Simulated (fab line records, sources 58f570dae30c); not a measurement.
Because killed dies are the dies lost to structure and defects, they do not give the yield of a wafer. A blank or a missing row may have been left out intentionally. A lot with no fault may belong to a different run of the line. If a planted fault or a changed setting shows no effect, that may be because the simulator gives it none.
Problem report in the 8D (eight disciplines) form, filled by code    flow berkeley_cmos170    the parts of the form that need people (team, actions taken, sign-off) are left out

1. THE ISSUE
V2_TEOS_THK at UCB170_V2_THK_MEAS_01 reads a mean of 1542 nm on 2 wafers of 2 lots; wafers without a fault read 2005 nm with a standard deviation of 27. Relative to the usual mean, that is a shift of -17 standard deviations.
First seen on wafer L610.1, day 9 11:49, on film_metro-01. Wafers with a number at this step in the record: 42, from 14 lots. By rule, "out" or "out of limits" means more than 4 standard deviations away from the usual mean. The rest of the wafers with a number are treated as sound.

2. WHAT THIS IS AND IS NOT
question                     is                is not
which readings at this step  V2_TEOS_THK       -
which lots                   L610, L617        L606, L607, L608, L609, L611, L616, L619, L621, L622, L623, L627, L628
which wafers of those lots   L610.1, L617.4    L610.4, L610.5, L617.1, L617.6
read on which gauges         film_metro-01     film_metro-03, film_metro-04
when                         from day 9 11:49  up to then (17 sound wafers); but 23 sound wafers of L616, L617, L619, L621, L622, L623, L627, L628 came after

3. THE SUSPECTS, EACH WITH WHAT RULES IT OUT
Counting: any tool at a process step up to the reading remains a suspect provided it ran every lot that is out. Sound lots after the first of them don't rule it out here, since some wafers of a struck lot are sound.
- ruled out: the gauge at UCB170_V2_THK_MEAS_01. All the wafers that are out were read on film_metro-01, but those of them that UCB170_V2_CVD_00 has rows for are out there too, on other tools.
- pecvd-03 at UCB170_V2_CVD_00 (deposits SiO2 from TEOS/O2, target thk 2000 nm, time 250 s): kept. Ran every lot that is out, first one L610 (day 9 11:40); last sound lot up to then L609 (day 9 05:49). Out on those wafers are its own readings of run_length_s.
- In pecvd-03 at UCB170_V2_CVD_00, the wafers that are out were processed in chamber 2 and their sound lot-mates in chambers 0, 1.
Left after counting: pecvd-03 at UCB170_V2_CVD_00.

4. THE CAUSE (what the simulator had put in)
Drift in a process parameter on pecvd-03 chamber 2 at UCB170_V2_CVD_00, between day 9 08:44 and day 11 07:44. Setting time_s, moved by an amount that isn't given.
The count eliminated every tool but this one.

5. THE EFFECT CHAIN, in route order
Each row: a reading where the mean over the struck wafers with a number is more than 3 standard deviations away from the usual. Only readings for which the record gives a usual standard deviation are gone through. hours: the time from each lot's start at the first step in this table that gives one to its start at this step, as a median over the lots. sigmas: the change in usual standard deviations.
hours  step                   reading       usual    on struck wafers  change  sigmas
0      UCB170_V2_CVD_00       run_length_s  277.9 s  222.1             -55.8   -99 or more
0      UCB170_V2_THK_MEAS_01  V2_TEOS_THK   2005 nm  1542              -464    -17
Its process steps:
- UCB170_V2_CVD_00: deposits SiO2 from TEOS/O2, target thk 2000 nm, time 250 s.
Later measuring or inspecting steps at which every struck wafer that the step has a row for has a number for every such reading, and none has moved that far: UCB170_V2_CD_MEAS_12, UCB170_M3_OVL_MEAS_16.

6. HOW IT WOULD HAVE BEEN CAUGHT EARLIER
The first out-of-limits reading at a measuring or inspecting step in this record came at day 9 11:49, 3 hours after the fault's start at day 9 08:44.
The tool's own readings at UCB170_V2_CVD_00 were out on every struck wafer that the step has a row for (run_length_s): an alarm limit on them would have fired on the first of those.
Lots out: 2; of these, L617 started UCB170_V2_CVD_00 on pecvd-03 after day 9 11:49. Holding the tool at that time would have saved it.
